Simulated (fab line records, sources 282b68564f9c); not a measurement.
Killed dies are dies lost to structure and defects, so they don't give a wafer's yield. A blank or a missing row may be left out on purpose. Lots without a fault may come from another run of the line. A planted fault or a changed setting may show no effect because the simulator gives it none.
Problem report in the 8D (eight disciplines) form, filled by code | flow rit_cmos | the parts of the form that need people (team, actions taken, sign-off) are left out

1. THE PROBLEM
ACTIVE_NITRIDE_THK at RIT_ACTIVE_THK_MEAS_04 reads a mean of 172.1 nm on 6 wafers of 2 lots; wafers without a fault read 151.0 nm with a standard deviation of 1.2. That is +18 standard deviations from the usual mean.
First seen on wafer L534.2, day 2 15:24, on film_metro-04. The record holds 39 wafers of 13 lots with a number at this step. Rule for "out", or "out of limits": more than 4 standard deviations from the usual mean. The other wafers with a number count as sound.

2. WHAT IT IS AND WHAT IT IS NOT
question                    | is                     | is not
which readings at this step | ACTIVE_NITRIDE_THK     | -
which lots                  | L534, L537             | L529, L530, L531, L532, L533, L547, L548, L549, L550, L551, L552
which wafers of those lots  | all that have a number | -
read on which gauges        | film_metro-04          | film_metro-02, film_metro-03
when                        | from day 2 15:24       | up to then (15 sound wafers); but 18 sound wafers of L547, L548, L549, L550, L551, L552 came after

3. SUSPECTS, AND WHAT RULES EACH OUT
Counting: a tool at a process step up to the reading stays a suspect if it ran every lot that is out and no sound lot after the first of them.
- the gauge at RIT_ACTIVE_THK_MEAS_04: ruled out. All the wafers that are out were read on film_metro-04, but those of them that RIT_ACTIVE_CVD_03 has rows for are out there too, on other tools.
- lpcvd-01 at RIT_ACTIVE_CVD_03 (deposits Si3N4 from SiH2Cl2/NH3, target thk 150 nm, time 1500 s): ruled out as a lasting fault. Sound lots L547, L549, L550, L551 ran on it after its first lot that is out, L534 (day 2 13:58).
Left after counting: nothing in the record.

4. THE CAUSE (what the simulator had put in)
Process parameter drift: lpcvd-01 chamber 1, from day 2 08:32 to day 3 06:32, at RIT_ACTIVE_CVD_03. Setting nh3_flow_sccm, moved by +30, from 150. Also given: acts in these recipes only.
Counting ruled it out, wrongly: the rule takes a fault to strike every lot that its tool runs from its start on, and this one did not.

5. THE CHAIN OF EFFECTS, in route order
Each row: a reading whose mean over the struck wafers that have a number lies more than 3 standard deviations from the usual. Only readings for which the record gives a usual standard deviation are gone through. hours: the time from each lot's start at the first step in this table that gives one to its start at this step, as a median over the lots. sigmas: the change in usual standard deviations.
hours | step                   | reading            | usual      | on struck wafers | change | sigmas
0     | RIT_ACTIVE_CVD_03      | nh3_flow_sccm      | 150.0 sccm | 180.3            | +30.3  | +62
1     | RIT_ACTIVE_THK_MEAS_04 | ACTIVE_NITRIDE_THK | 151.0 nm   | 172.1            | +21.1  | +18
3     | RIT_ACTIVE_ETCH_13     | oes_product_au     | 0.823 a.u. | 0.882            | +0.059 | +5.9
The process steps in it:
- RIT_ACTIVE_CVD_03: deposits Si3N4 from SiH2Cl2/NH3, target thk 150 nm, time 1500 s.
- RIT_ACTIVE_ETCH_13: etches Si3N4 in SF6, stops on SiO2, time 210 s, target depth 210 nm.
Later measuring or inspecting steps at which every struck wafer that the step has a row for has a number for every such reading, and none has moved that far: RIT_PWELL_OVL_MEAS_06, RIT_WELLDRIVE_RS_MEAS_01.

6. WHAT WOULD HAVE CAUGHT IT SOONER
In this record the first reading out of limits at a measuring or inspecting step was taken at day 2 15:24, 7 hours after the fault began at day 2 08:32.
The tool's own readings at RIT_ACTIVE_CVD_03 were out on every struck wafer that the step has a row for (nh3_flow_sccm): an alarm limit on them would have fired on the first of those.
